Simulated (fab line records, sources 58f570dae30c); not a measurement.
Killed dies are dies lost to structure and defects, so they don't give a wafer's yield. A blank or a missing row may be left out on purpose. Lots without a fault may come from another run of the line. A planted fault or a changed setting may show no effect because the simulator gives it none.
A struck lot beside a sound one | flow berkeley_cmos170 | 17 steps out of a route of 331
Sound: wafers L877.1, L877.4, L877.5. Struck: wafers L890.1, L890.4, L890.6. The cause comes at the end.
At each step with rows: each side's tool, then ch and its chambers, then its first start. Under that, the readings that differ: sound wafers | struck wafers | difference of the means | sigmas: that difference in standard deviations of wafers without a fault.
alike: readings whose means differ by less than 2 such deviations, and words and numbers that are the same on both sides. not compared: withheld readings, readings that some wafer has no value for, bounds like >300 that may hide the same value, and numbers for which the record gives no deviation and whose values overlap.
The two part at a step that has a row with sigmas, a row that says differs or no value, or rows on one side only. Numbers that don't overlap but have no deviation are shown without sigmas and don't part them. A reading that every wafer of one side lacks parts them only if that side has two wafers or more.

first, 5 steps without rows for these wafers: UCB170_NLDD_COAT_01 (resist thk 900 nm); UCB170_NLDD_SOFTBAKE_02 (time 60 s); UCB170_NLDD_EXPOSE_03 (exposes mask NSELECT, target cd 1200 nm); UCB170_NLDD_PEB_04; UCB170_NLDD_DEVELOP_05 (develop time 45 s).
UCB170_NLDD_CD_MEAS_06: target cd 1200 nm.
  sound on cd_sem-02, day 9 10:13; struck on cd_sem-01, day 12 10:47
  alike: cd_nm
UCB170_NLDD_OVL_MEAS_07:
  sound on overlay-02, day 9 10:20; struck on overlay-01, day 12 10:54
  alike: NLDD_OVL
then, 2 steps without rows for these wafers: UCB170_NLDD_IMPLANT_08; UCB170_NLDD_IMPLANT_09.
UCB170_NLDD_STRIP_10: strips in O2.
  sound on plasma_asher-03 ch 0, day 9 10:40; struck on plasma_asher-01 ch 0,1, day 12 11:14
  alike: drypump_motor_current_A, oes_product_au, strip_time_to_endpoint_s
  not compared: rf_hours_counter_h
UCB170_NLDD_TW_MEAS_11:
  sound on film_metro-04, day 9 10:46; struck on film_metro-04, day 12 11:20
  alike: NLDD_TW
then, 1 step without rows for these wafers: UCB170_NLDD_CLEAN_12 (cleans in SPM, time 600 s).
UCB170_SPACER_CVD_00: deposits SiO2 from TEOS/O2, target thk 376 nm, time 47 s.
  sound on pecvd-04 ch 0,1, day 9 11:01; struck on pecvd-04 ch 0,1, day 12 11:34
  reading                                 | sound             | struck            | difference | sigmas
  rf_fwd_power_W (W)                      | 540.0 545.8 539.5 | 760.0 757.4 761.2 | +217.8     | +99 or more
  model.SiO2_of_SPACER_CVD_00.thk_nm (nm) | 379.9 381.8 389   | 415.3 424.6 422.1 | +37.1      |
  alike: heater_power_w, pressure_mtorr
UCB170_SPACER_THK_MEAS_01:
  sound on film_metro-04, day 9 11:04; struck on film_metro-03, day 12 11:37
  reading              | sound       | struck      | difference | sigmas
  SPACER_TEOS_THK (nm) | 380 382 389 | 415 424 422 | +37        | +7
then, 1 step without rows for these wafers: UCB170_SPACER_ANNEAL_02 (time 1800 s).
UCB170_SPACER_ETCHBACK_03: etches SiO2 in CHF3/CF4/Ar, stops on Si, target depth 376 nm, time 100 s.
  sound on rie_diel-02 ch 0,1,3, day 9 17:22; struck on rie_diel-02 ch 0,1,2, day 12 18:18
  reading                  | sound             | struck            | difference | sigmas
  oes_product_au (a.u.)    | 0.883 0.922 0.948 | 0.971 0.948 0.955 | +0.040     | +2
  model.etch.depth_nm (nm) | 379.9 381.8 389   | 415.3 424.6 417.7 | +35.6      |
  alike: drypump_motor_current_A, throttle_valve_pct
  not compared: rf_hours_counter_h
then, 1 step without rows for these wafers: UCB170_PSD_HMDS_00 (prime time 60 s).

WHERE THEY PART
First at UCB170_SPACER_CVD_00; last, within this record, at UCB170_SPACER_ETCHBACK_03.

WHY: what the simulator had put in
Process parameter drift: pecvd-04, from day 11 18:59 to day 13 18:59, at UCB170_SPACER_CVD_00. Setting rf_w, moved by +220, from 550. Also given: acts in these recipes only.
